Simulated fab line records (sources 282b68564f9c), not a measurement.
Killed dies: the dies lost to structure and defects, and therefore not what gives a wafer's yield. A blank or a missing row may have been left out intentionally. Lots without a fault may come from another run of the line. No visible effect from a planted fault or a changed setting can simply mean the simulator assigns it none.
fab line records ; flow rit-cmos
record: lots: 6; wafers: 18; last-day: 7
route steps=202 shown M1@184
lots that met no fault: from a run of the same line without faults
start-h: hours from the record's opening day to when the first of the lot's shown wafers began ; wait-h: time in hours since the lot's previous step ; " unchanged from the row above ; L1.1+2: one row covering several wafers at once ; - either no value or no given start ; * or withheld: withheld ; < > ~ a bound
route shown NAME@n: names a module that has steps shown in the file, with the first one's number in the route ; usual: mean and standard deviation over wafers with no fault ; same: alike in all rows ; chamber/n: place in a boat ; sites: each site's reading ; _std_site: standard deviation across them ; _edge_site: the outer-site mean with the inner-site mean subtracted ; radius-mm: how far each site lies from the wafer's centre ; mask NAME#n: copy n ; behind: the tool/chamber that last shaped the wafer ; hold: why the lot went on hold/how many hours it stayed there/how the hold came to an end ; device: names the non-switching transistor (n, p or np) ; end of line: tests run on the same wafers once the route is complete ; for a step that has no rows: nothing shown but its recipe ; killed: at the first sort, the dies lost to defects and structure; wafer yield is something else ; map: dies across one wafer; x = killed, . = not, _ = none there
set.NAME: setting as actually run; set.NAME@STEP: the setting as run at that earlier step ; model.NAME: the simulator's own value behind a step, which no gauge read
certain route steps with their lots: each step a table, each wafer a row
services: when a tool's chamber went out of use (start-h, in hours from the record's first day, below 0 if earlier), for how many hours, and the reason
== steps ==
step: RIT_M1_SPUTTER_00
recipe: material: Al; target-thk-nm: 400; power-w: 2000; chamber-pressure-pa: 0.4; gas: Ar; time-s: 500; substrate-temp-c: 25
usual: throttle-valve-pct: 30.3/1.3
lot.wafer;tool;chamber;start-h;wait-h;throttle-valve-pct
L756.1;pvd-sputter-02;-;54.87;0.0;31.4
L756.2;pvd-sputter-02;-;54.87;0.0;30.0
L756.4;pvd-sputter-02;-;54.87;0.0;33.1
L765.2;pvd-sputter-03;-;103.50;0.0;28.4
L765.3;pvd-sputter-03;-;103.50;0.0;30.8
L765.5;pvd-sputter-03;-;103.50;0.0;30.4
L767.1;pvd-sputter-03;-;113.56;0.0;28.2
L767.2;pvd-sputter-03;-;113.56;0.0;29.3
L767.3;pvd-sputter-03;-;113.56;0.0;30.3
L774.1;pvd-sputter-04;-;148.64;0.0;32.8
L774.3;pvd-sputter-04;-;148.64;0.0;30.2
L774.4;pvd-sputter-04;-;148.64;0.0;29.8
L777.4;pvd-sputter-03;-;161.74;0.0;28.3
L777.5;pvd-sputter-03;-;161.74;0.0;29.1
L777.6;pvd-sputter-03;-;161.74;0.0;27.8
L779.3;pvd-sputter-03;-;175.05;0.0;28.9
L779.4;pvd-sputter-03;-;175.05;0.0;30.7
L779.5;pvd-sputter-03;-;175.05;0.0;30.6
step: RIT_M1_RS_MEAS_01
recipe: thk-meas-gauge: four-point-probe; reads: Al_of_M1_SPUTTER_00
usual: M1_AL_RS: 0.0734/0.00082
lot.wafer;tool;chamber;start-h;wait-h;M1_AL_RS[ohm/sq]
L756.1;film-metro-04;-;55.16;0.1;0.0730
L756.2;film-metro-04;-;55.16;0.1;0.0739
L756.4;film-metro-04;-;55.16;0.1;0.0737
L765.2;film-metro-04;-;103.82;0.2;0.0750
L765.3;film-metro-04;-;103.82;0.2;0.0742
L765.5;film-metro-04;-;103.82;0.2;0.0749
L767.1;film-metro-01;-;113.85;0.1;0.0739
L767.2;film-metro-01;-;113.85;0.1;0.0736
L767.3;film-metro-01;-;113.85;0.1;0.0737
L774.1;film-metro-01;-;148.94;0.1;0.0723
L774.3;film-metro-01;-;148.94;0.1;0.0729
L774.4;film-metro-01;-;148.94;0.1;0.0728
L777.4;film-metro-04;-;162.09;0.2;0.0735
L777.5;film-metro-04;-;162.09;0.2;0.0729
L777.6;film-metro-04;-;162.09;0.2;0.0735
L779.3;film-metro-02;-;175.39;0.2;0.0748
L779.4;film-metro-02;-;175.39;0.2;0.0750
L779.5;film-metro-02;-;175.39;0.2;0.0742
step: RIT_M1_THK_MEAS_02
recipe: thk-meas-gauge: xrf; reads: Al_of_M1_SPUTTER_00
usual: M1_AL_THK: 398/5.1
lot.wafer;tool;chamber;start-h;wait-h;M1_AL_THK[nm]
L756.1;film-metro-04;-;55.28;0.1;407
L756.2;film-metro-04;-;55.28;0.1;399
L756.4;film-metro-04;-;55.28;0.1;400
L765.2;film-metro-04;-;103.93;0.1;393
L765.3;film-metro-04;-;103.93;0.1;395
L765.5;film-metro-04;-;103.93;0.1;389
L767.1;film-metro-01;-;113.97;0.1;394
L767.2;film-metro-01;-;113.97;0.1;396
L767.3;film-metro-01;-;113.97;0.1;392
L774.1;film-metro-01;-;149.06;0.1;401
L774.3;film-metro-01;-;149.06;0.1;397
L774.4;film-metro-01;-;149.06;0.1;396
L777.4;film-metro-04;-;162.18;0.1;396
L777.5;film-metro-04;-;162.18;0.1;403
L777.6;film-metro-04;-;162.18;0.1;398
L779.3;film-metro-02;-;175.49;0.1;389
L779.4;film-metro-02;-;175.49;0.1;388
L779.5;film-metro-02;-;175.49;0.1;391
step: RIT_M1_HMDS_03
recipe: prime-time-s: 60; prime-temp-c: 140
step: RIT_M1_COAT_04
recipe: resist: NOVOLAK; spin-rpm: 2000; resist-thk-nm: 1286
step: RIT_M1_SOFTBAKE_05
recipe: resist: NOVOLAK; temp-c: 90; time-s: 60
step: RIT_M1_EXPOSE_06
recipe: mask-id: M12; na: 0.6; source-shape: conventional; sigma-outer: 0.5; target-cd-nm: 2600; dose-mj: 250
step: RIT_M1_PEB_07
recipe: resist: NOVOLAK; temp-c: withheld; time-s: withheld
step: RIT_M1_DEVELOP_08
recipe: resist: NOVOLAK; develop-time-s: 68; dev-temp-c: 23
step: RIT_M1_CD_MEAS_09
recipe: target-cd-nm: 2600
usual: cd-nm: 2600.3/2.6
lot.wafer;tool;chamber;start-h;wait-h;cd-nm
L756.1;cd-sem-02;-;56.22;-;2604.1
L756.2;cd-sem-02;-;56.22;-;2602.7
L756.4;cd-sem-02;-;56.22;-;2603.2
L765.2;cd-sem-02;-;105.00;-;2602.2
L765.3;cd-sem-02;-;105.00;-;2601.0
L765.5;cd-sem-02;-;105.00;-;2602.2
L767.1;cd-sem-02;-;115.08;-;2600.0
L767.2;cd-sem-02;-;115.08;-;2599.3
L767.3;cd-sem-02;-;115.08;-;2600.5
L774.1;cd-sem-02;-;150.32;-;2601.3
L774.3;cd-sem-02;-;150.32;-;2601.5
L774.4;cd-sem-02;-;150.32;-;2601.6
L777.4;cd-sem-02;-;163.15;-;2602.9
L777.5;cd-sem-02;-;163.15;-;2601.8
L777.6;cd-sem-02;-;163.15;-;2604.0
L779.3;cd-sem-02;-;176.57;-;2602.1
L779.4;cd-sem-02;-;176.57;-;2599.7
L779.5;cd-sem-02;-;176.57;-;2600.9
step: RIT_M1_OVL_MEAS_10
usual: M1_OVL: -0.8/1.6
lot.wafer;tool;chamber;start-h;wait-h;M1_OVL[nm]
L756.1;overlay-02;-;56.34;0.1;0.6
L756.2;overlay-02;-;56.34;0.1;-0.9
L756.4;overlay-02;-;56.34;0.1;-0.5
L765.2;overlay-02;-;105.11;0.1;-1.2
L765.3;overlay-02;-;105.11;0.1;-1.7
L765.5;overlay-02;-;105.11;0.1;-1.5
L767.1;overlay-01;-;115.20;0.1;2.8
L767.2;overlay-01;-;115.20;0.1;2.7
L767.3;overlay-01;-;115.20;0.1;2.7
L774.1;overlay-01;-;150.44;0.1;-0.6
L774.3;overlay-01;-;150.44;0.1;0.7
L774.4;overlay-01;-;150.44;0.1;-0.3
L777.4;overlay-01;-;163.23;0.1;-0.6
L777.5;overlay-01;-;163.23;0.1;1.1
L777.6;overlay-01;-;163.23;0.1;0.6
L779.3;overlay-01;-;176.66;0.1;0.2
L779.4;overlay-01;-;176.66;0.1;-0.2
L779.5;overlay-01;-;176.66;0.1;0.1
step: RIT_M1_HARDBAKE_11
recipe: resist: NOVOLAK; temp-c: 140; time-s: 120
step: RIT_M1_METAL_ETCH_12
recipe: stop-on: SiO2; chemistry: Cl2/BCl3; target: Al; time-s: 165; over-etch-frac: 0.5; pressure-mtorr: 100; target-depth-a: 6000; rf-w: 250; Cl2_flow_sccm: 60; bcl3-flow-sccm: 50
usual: drypump-motor-current-A: 5.49/0.28; he-backside-leak-sccm: 3.4/0.39; oes-product-au: 0.780/0.012; throttle-valve-pct: 8.35/0.097
lot.wafer;tool;chamber;start-h;wait-h;drypump-motor-current-A;he-backside-leak-sccm;oes-product-au;rf-hours-counter-h;throttle-valve-pct;model.NOVOLAK_of_M1_COAT_04.thk-nm
L756.1;rie-metal-04;1;56.63;0.2;5.69;3.6;0.761;3.8;8.41;797.2
L756.2;rie-metal-04;0;56.63;0.2;5.29;3.1;0.774;3.8;8.50;798.4
L756.4;rie-metal-04;1;56.63;0.2;5.73;4.0;0.760;-;8.41;798.1
L765.2;rie-metal-04;1;105.39;0.2;5.73;3.6;0.755;4.3;8.39;801.4
L765.3;rie-metal-04;1;105.39;0.2;5.73;3.5;0.758;-;8.41;796.9
L765.5;rie-metal-04;1;105.39;0.2;5.72;3.5;0.754;-;8.41;804
L767.1;rie-metal-03;1;115.49;0.2;5.74;3.2;0.783;1.3;8.37;791.8
L767.2;rie-metal-03;0;115.49;0.2;5.76;3.3;0.789;1.3;8.31;796.7
L767.3;rie-metal-03;0;115.49;0.2;5.77;3.0;0.797;-;8.30;797.9
L774.1;rie-metal-04;1;150.73;0.2;5.71;3.6;0.781;4.9;8.41;797.3
L774.3;rie-metal-04;0;150.73;0.2;5.32;3.0;0.788;-;8.50;738
L774.4;rie-metal-04;1;150.73;0.2;5.71;3.5;0.770;-;8.42;799.7
L777.4;rie-metal-04;1;163.61;0.1;5.67;3.8;0.772;-;8.42;794
L777.5;rie-metal-04;0;163.61;0.1;5.31;3.2;0.780;-;8.49;737.2
L777.6;rie-metal-04;1;163.61;0.1;5.69;3.8;0.771;-;8.42;796.7
L779.3;rie-metal-03;1;176.99;0.2;5.73;3.1;0.764;-;8.39;790.2
L779.4;rie-metal-03;0;176.99;0.2;5.78;3.0;0.786;-;8.29;791.9
L779.5;rie-metal-03;0;176.99;0.2;5.74;3.4;0.791;-;8.30;795.5
step: RIT_M1_STRIP_13
recipe: chemistry: nmp; resist: NOVOLAK; temp-c: 80; time-s: 600; dry: n2-spin
step: RIT_M1_PROBE_99
usual: defect-limited-yield: 97.1/1.2; killed-at-contacts: 0.0/0.22; killed-at-front-end: 7/3.2; killed-dies: 8/3.2; killed-open: 3.7/2.1; killed-short: 3.8/2.2; sort_bin_3_pad_short: 0.1/0.24; sort_bin_5_function: 1.7/0.87; sort_bin_6_memory: 1.0/0.64; sort-n-pass: 256/3.2; sort-yield-pct: 97.1/1.2
same: gross-dies: 264; killed_at_M0_to_M3: 0; killed_at_M4_up: 0; killed-at-back-side: 0; killed-at-other: 0
lot.wafer;tool;chamber;start-h;wait-h;defect-limited-yield[%];killed-at-contacts;killed-at-front-end;killed-dies;killed-open;killed-short;sort_bin_3_pad_short[%];sort_bin_5_function[%];sort_bin_6_memory[%];sort-n-pass;sort-yield-pct[%];model.etest.antenna-m1.vt-shift-v
L756.1;prober-01;-;58.90;0.1;95.8;0;11;11;7;4;0;2.7;1.5;253;95.8;-0.01158
L756.2;prober-01;-;58.95;0.1;96.2;0;10;10;6;4;0;2.7;1.1;254;96.2;-0.01402
L756.4;prober-01;-;59.05;0.2;97.0;0;8;8;4;4;0.4;1.1;1.5;256;97.0;-0.01019
L765.2;prober-02;-;107.69;0.1;96.2;0;10;10;5;5;0;2.3;1.5;254;96.2;-0.01631
L765.3;prober-02;-;107.74;0.2;98.1;0;5;5;5;0;0;1.5;0.4;259;98.1;-0.01411
L765.5;prober-02;-;107.84;0.2;97.3;0;7;7;4;3;0;1.5;1.1;257;97.3;-0.009396
L767.1;prober-02;-;117.74;0.1;98.1;0;5;5;1;4;0.8;1.1;0;259;98.1;-0.01461
L767.2;prober-02;-;117.79;0.1;98.1;1;4;5;2;3;0;0.4;1.5;259;98.1;-0.01021
L767.3;prober-02;-;117.84;0.2;97.3;0;7;7;4;3;0.4;1.9;0.4;257;97.3;-0.0104
L774.1;prober-01;-;153.19;0.1;98.5;0;4;4;3;1;0;1.1;0.4;260;98.5;-0.01154
L774.3;prober-01;-;153.29;0.2;98.1;0;5;5;0;5;0;1.5;0.4;259;98.1;-0.01491
L774.4;prober-01;-;153.34;0.2;97.3;0;7;7;6;1;0;1.9;0.8;257;97.3;-0.01148
L777.4;prober-02;-;166.16;0.2;97.7;0;6;6;4;2;0;1.5;0.8;258;97.7;-0.0121
L777.5;prober-02;-;166.21;0.2;96.2;0;10;10;5;5;0;2.3;1.5;254;96.2;-0.01543
L777.6;prober-02;-;166.26;0.2;97.0;0;8;8;6;2;0.4;1.9;0.8;256;97.0;-0.01337
L779.3;prober-02;-;179.31;0.2;95.1;0;13;13;6;7;0.4;3.0;1.5;251;95.1;-0.008974
L779.4;prober-02;-;179.36;0.2;97.7;0;6;6;3;3;0;1.9;0.4;258;97.7;-0.0135
L779.5;prober-02;-;179.41;0.2;96.6;0;9;9;3;6;0;1.9;1.5;255;96.6;-0.01547
killed by level:class
L756.1 SPACER:geometric-particle:open=3 FOX1:geometric-particle:open=2 FOX2:geometric-particle:short=2 GATE:geometric-particle:open=2 FOX1:geometric-particle:short=1 GATE:geometric-particle:short=1
L756.2 GATE:geometric-particle:open=3 SPACER:geometric-particle:short=3 SPACER:geometric-particle:open=2 FOX2:geometric-particle:open=1 GATE:geometric-particle:short=1
L756.4 GATE:geometric-particle:short=3 REOX:geometric-particle:open=2 REOX:geometric-particle:short=1 SPACER:geometric-particle:open=1 SILICIDE:geometric-particle:open=1
L765.2 GATE:geometric-particle:short=5 GATE:geometric-particle:open=3 FOX1:geometric-particle:open=1 FOX2:geometric-particle:open=1
L765.3 SPACER:geometric-particle:open=3 FOX1:geometric-particle:open=1 GATE:geometric-particle:open=1
L765.5 GATE:geometric-particle:short=3 GATE:geometric-particle:open=2 SPACER:geometric-particle:open=2
L767.1 GATE:geometric-particle:short=2 GATE:geometric-particle:open=1 SPACER:geometric-particle:short=1 SILICIDE:geometric-particle:short=1
L767.2 FOX1:geometric-particle:open=1 GATE:geometric-particle:short=1 GATE:geometric-particle:open=1 SPACER:geometric-particle:short=1 CONTACT:geometric-particle:short=1
L767.3 GATE:geometric-particle:short=2 GATE:geometric-particle:open=2 SPACER:geometric-particle:open=2 SPACER:geometric-particle:short=1
L774.1 GATE:geometric-particle:open=1 REOX:geometric-particle:open=1 REOX:geometric-particle:short=1 SPACER:geometric-particle:open=1
L774.3 GATE:geometric-particle:short=4 SPACER:geometric-particle:short=1
L774.4 GATE:geometric-particle:open=3 FOX1:geometric-particle:open=2 REOX:geometric-particle:short=1 REOX:geometric-particle:open=1
L777.4 FOX2:geometric-particle:open=2 GATE:geometric-particle:short=2 GATE:geometric-particle:open=1 SPACER:geometric-particle:open=1
L777.5 GATE:geometric-particle:short=2 GATE:geometric-particle:open=2 REOX:geometric-particle:short=2 FOX1:geometric-particle:short=1 FOX1:geometric-particle:open=1 REOX:geometric-particle:open=1 SILICIDE:geometric-particle:open=1
L777.6 GATE:geometric-particle:open=4 FOX2:geometric-particle:short=1 FOX2:geometric-particle:open=1 GATE:geometric-particle:short=1 SPACER:geometric-particle:open=1
L779.3 GATE:geometric-particle:short=4 REOX:geometric-particle:open=3 GATE:geometric-particle:open=1 REOX:geometric-particle:short=1 SPACER:geometric-particle:short=1 SPACER:geometric-particle:open=1 SILICIDE:geometric-particle:short=1 SILICIDE:geometric-particle:open=1
L779.4 GATE:geometric-particle:open=2 GATE:geometric-particle:short=1 SPACER:geometric-particle:short=1 SPACER:geometric-particle:open=1 SILICIDE:geometric-particle:short=1
L779.5 FOX1:geometric-particle:open=1 FOX1:geometric-particle:short=1 FOX2:geometric-particle:open=1 FOX2:geometric-particle:short=1 GATE:geometric-particle:short=1 GATE:geometric-particle:open=1 REOX:geometric-particle:short=1 SPACER:geometric-particle:short=1
== services ==
tool;chamber;start-h;hours;kind
rie-metal-04;1;71.45;3.3;repair
pvd-sputter-02;-;104.89;9.0;repair
== key ==
first-sign none at tools or gauges
model-effect: step: RIT_M1_METAL_ETCH_12; value: NOVOLAK_of_M1_COAT_04.thk-nm; without: 794.7; struck: 737.6
model-effect: step: RIT_M1_PROBE_99; value: etest.antenna-m1.vt-shift-v; without: -0.01005; struck: -0.01517
met-at RIT_M1_METAL_ETCH_12
struck-wafers L774.3,L777.5
onset-between 56.63 150.73
fault: kind: process-parameter-drift; tool: rie-metal-04; chamber: 0; onset-h: 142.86; steps: RIT_M1_METAL_ETCH_12; channel: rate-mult; offset: 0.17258; shape: step; end-h: 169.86
